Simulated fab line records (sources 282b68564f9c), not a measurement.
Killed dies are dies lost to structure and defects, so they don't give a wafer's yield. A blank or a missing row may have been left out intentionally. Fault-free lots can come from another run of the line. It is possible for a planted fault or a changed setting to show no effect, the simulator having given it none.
A lot that was struck, set against a sound lot -- flow ritCmos -- 43 steps out of a route of 202
Sound: these wafers, L636.1, L636.2, L636.4. The struck wafers were L647.1, L647.2, L647.5. Last of all comes the cause.
For every step that has rows: the tool of each side, followed by ch and its chambers, followed by its first start. Under that, the readings that differ: sound wafers -- struck wafers -- difference of the means -- sigmas: that difference in standard deviations of wafers without a fault.
alike: a reading whose means differ by less than 2 such deviations, as well as words and numbers matching on both sides. not compared: withheld readings; readings where some wafer has no value; bounds like >300 that might hide an equal value; numbers whose values overlap and for which the record gives no deviation.
Wherever a step has rows on one side only, a row that says differs or no value, or a row with sigmas, the two part there. Numbers that have no deviation but don't overlap get no sigmas and don't part them. A reading that every wafer of one side lacks parts them only if that side has two wafers or more.

RIT_SDANNEAL_RTA_03: time 5 s.
  sound on rtpAnneal-02 ch 0, day 4 21:44; struck on rtpAnneal-01 ch 0, day 7 01:25
  alike: wafer_temp_C_max
RIT_SDANNEAL_RS_MEAS_04: measurement is done with a four-point probe.
  sound: filmMetro-01 at day 4 21:48; struck: filmMetro-01 at day 7 01:28
  alike: PSD_RS
RIT_SDANNEAL_RS_MEAS_05: measurement is done with a four-point probe.
  sound: filmMetro-01 at day 4 21:55; struck: filmMetro-01 at day 7 01:35
  alike: NSD_RS
RIT_SDANNEAL_RS_MEAS_06: measurement is done with a four-point probe.
  sound: filmMetro-01 at day 4 22:02; struck: filmMetro-01 at day 7 01:43
  alike: PLDD_RS
RIT_SDANNEAL_RS_MEAS_07: measurement is done with a four-point probe.
  sound: filmMetro-01 at day 4 22:10; struck: filmMetro-01 at day 7 01:50
  alike: NLDD_RS
then, 1 step without rows for these wafers: RIT_SILICIDE_WET_ETCH_00 (etches SiO2 in BOE, target depth 14 nm, time 15 s).
RIT_SILICIDE_SPUTTER_01: material Ti, target thk 30 nm, time 240 s.
  sound: pvdSputter-01 at day 4 22:17; struck: pvdSputter-03 at day 7 01:58
  alike: cathodeDcPowerW, substrateTempC, throttleValvePct
RIT_SILICIDE_RS_MEAS_02: measurement is done with a four-point probe.
  sound: filmMetro-03 at day 4 22:26; struck: filmMetro-04 at day 7 02:07
  alike: SILICIDE_TI_RS
RIT_SILICIDE_THK_MEAS_03: measures by xrf.
  sound: filmMetro-03 at day 4 22:34; struck: filmMetro-04 at day 7 02:14
  alike: SILICIDE_TI_THK
RIT_SILICIDE_RTA_04: time 10 s, ramp up 5 s, ramp down 5 s.
  sound on rtpAnneal-01 ch 0, day 4 22:37; struck on rtpAnneal-02 ch 0, day 7 02:18
reading,sound,struck,difference,sigmas
wafer_temp_C_max,653.7 653.7 654.1,656.6 655.9 655.2,+2.1,+2
then, 1 step without rows for these wafers: RIT_SILICIDE_WET_ETCH_05 (etches Ti in SPM, time 120 s).
RIT_SILICIDE_RTA_06: time 10 s, ramp up 5 s, ramp down 10 s.
  sound on rtpAnneal-02 ch 0, day 4 22:44; struck on rtpAnneal-01 ch 0, day 7 02:24
  alike: wafer_temp_C_max
RIT_CONTACT_CVD_00: deposits SiO2 from TEOS, target thk 400 nm, time 61 s.
  sound on pecvd-01 ch 0,1, day 4 22:48; struck on pecvd-03 ch 0,1,2, day 7 02:28
reading,sound,struck,difference,sigmas
model.SiO2_of_CONTACT_CVD_00.thkNm (nm),396.4 395.2 403.2,413.4 420 417.3,+18.6,
  alike: heaterPowerW, rfFwdPowerW
RIT_CONTACT_THK_MEAS_01:
  sound: filmMetro-04 at day 4 22:51; struck: filmMetro-02 at day 7 02:31
reading,sound,struck,difference,sigmas
CONTACT_TEOS_THK (nm),397 395 403,413 420 417,+18,+4
then, 6 steps without rows for these wafers: RIT_CONTACT_HMDS_02 (prime time 60 s); RIT_CONTACT_COAT_03 (resist thk 1000 nm); RIT_CONTACT_SOFTBAKE_04 (time 60 s); RIT_CONTACT_EXPOSE_05 (exposes mask M11, target cd 1000 nm); RIT_CONTACT_PEB_06; RIT_CONTACT_DEVELOP_07 (develop time 120 s).
RIT_CONTACT_CD_MEAS_08: target cd 1000 nm.
  sound: cdSem-01 at day 5 00:00; struck: cdSem-02 at day 7 03:33
  alike: cdNm
RIT_CONTACT_OVL_MEAS_09:
  sound: overlay-01 at day 5 00:07; struck: overlay-01 at day 7 03:40
  alike: CONTACT_OVL
then, 1 step without rows for these wafers: RIT_CONTACT_HARDBAKE_10 (time 60 s).
RIT_CONTACT_ETCH_11: etches SiO2 in CHF3/CF4/Ar, stops on TiSi2, target depth 480 nm, time 320 s.
  sound on rieDiel-03 ch 0,1,3, day 5 00:19; struck on rieDiel-02 ch 1,3, day 7 03:51
reading,sound,struck,difference,sigmas
model.etch.depthNm (nm),396.4 395.2 403.2,413.4 420 417.3,+18.6,
model.CONTACT.featureDepthNm (nm),396.4 395.2 403.2,413.4 420 417.3,+18.6,
  alike: drypumpMotorCurrentA, oesProductAu, rfFwdPowerW, throttleValvePct
  not compared: rfHoursCounterH
RIT_CONTACT_STRIP_12: strips in O2, time 180 s.
  sound on plasmaAsher-04 ch 0,1, day 5 00:30; struck on plasmaAsher-04 ch 0,1, day 7 04:03
  alike: drypumpMotorCurrentA
  not compared: rfHoursCounterH
RIT_CONTACT_CD_MEAS_90: target cd 1000 nm.
  sound: cdSem-02 at day 5 00:41; struck: cdSem-02 at day 7 04:13
  alike: cdNm
then, 3 steps without rows for these wafers: RIT_CONTACT_CLEAN_13 (cleans in SC1, time 600 s); RIT_CONTACT_CLEAN_14 (cleans in SC2, time 600 s); RIT_M1_SPUTTER_00 (material Al, target thk 400 nm, time 500 s).
RIT_M1_RS_MEAS_01: measurement is done with a four-point probe.
  sound: filmMetro-03 at day 5 01:26; struck: filmMetro-03 at day 7 04:59
  alike: M1_AL_RS
RIT_M1_THK_MEAS_02: measures by xrf.
  sound: filmMetro-03 at day 5 01:34; struck: filmMetro-03 at day 7 05:07
  alike: M1_AL_THK
then, 6 steps without rows for these wafers: RIT_M1_HMDS_03 (prime time 60 s); RIT_M1_COAT_04 (resist thk 1300 nm); RIT_M1_SOFTBAKE_05 (time 60 s); RIT_M1_EXPOSE_06 (exposes mask M12, target cd 2600 nm); RIT_M1_PEB_07; RIT_M1_DEVELOP_08 (develop time 68 s).
RIT_M1_CD_MEAS_09: target cd 2600 nm.
  sound: cdSem-01 at day 5 02:38; struck: cdSem-01 at day 7 06:10
reading,sound,struck,difference,sigmas
cdNm (nm),2598.3 2599.2 2601.6,2606.4 2605.5 2605.0,+5.9,+2
RIT_M1_OVL_MEAS_10:
  sound: overlay-02 at day 5 02:45; struck: overlay-02 at day 7 06:17
  alike: M1_OVL
then, 1 step without rows for these wafers: RIT_M1_HARDBAKE_11 (time 120 s).
RIT_M1_METAL_ETCH_12: etches Al in Cl2/BCl3, stops on SiO2, time 165 s, target depth 600 nm.
  sound on rieMetal-01 ch 0,1, day 5 03:02; struck on rieMetal-03 ch 0,1, day 7 06:35
reading,sound,struck,difference,sigmas
model.SiO2_of_CONTACT_CVD_00.thkNm (nm),359.2 357.7 366.1,376.5 382.9 380.3,+18.9,
  alike: drypumpMotorCurrentA, oesProductAu, rfFwdPowerW, throttleValvePct
  not compared: rfHoursCounterH
then, 1 step without rows for these wafers: RIT_M1_STRIP_13 (strips in nmp, time 600 s).
RIT_M1_PROBE_99:
  sound: prober-02 at day 5 05:18; struck: prober-02 at day 7 08:50
  alike: killedAtContacts, killedAtFrontEnd, killedDies, killedOpen, killedShort

== WHERE THEY PART ==
Last at RIT_M1_CD_MEAS_09 as far as this record goes, first at RIT_SILICIDE_RTA_04. Later steps at which nothing parts them and some readings are alike: RIT_M1_OVL_MEAS_10, RIT_M1_METAL_ETCH_12, RIT_M1_PROBE_99.

WHY: the cause the simulator had injected
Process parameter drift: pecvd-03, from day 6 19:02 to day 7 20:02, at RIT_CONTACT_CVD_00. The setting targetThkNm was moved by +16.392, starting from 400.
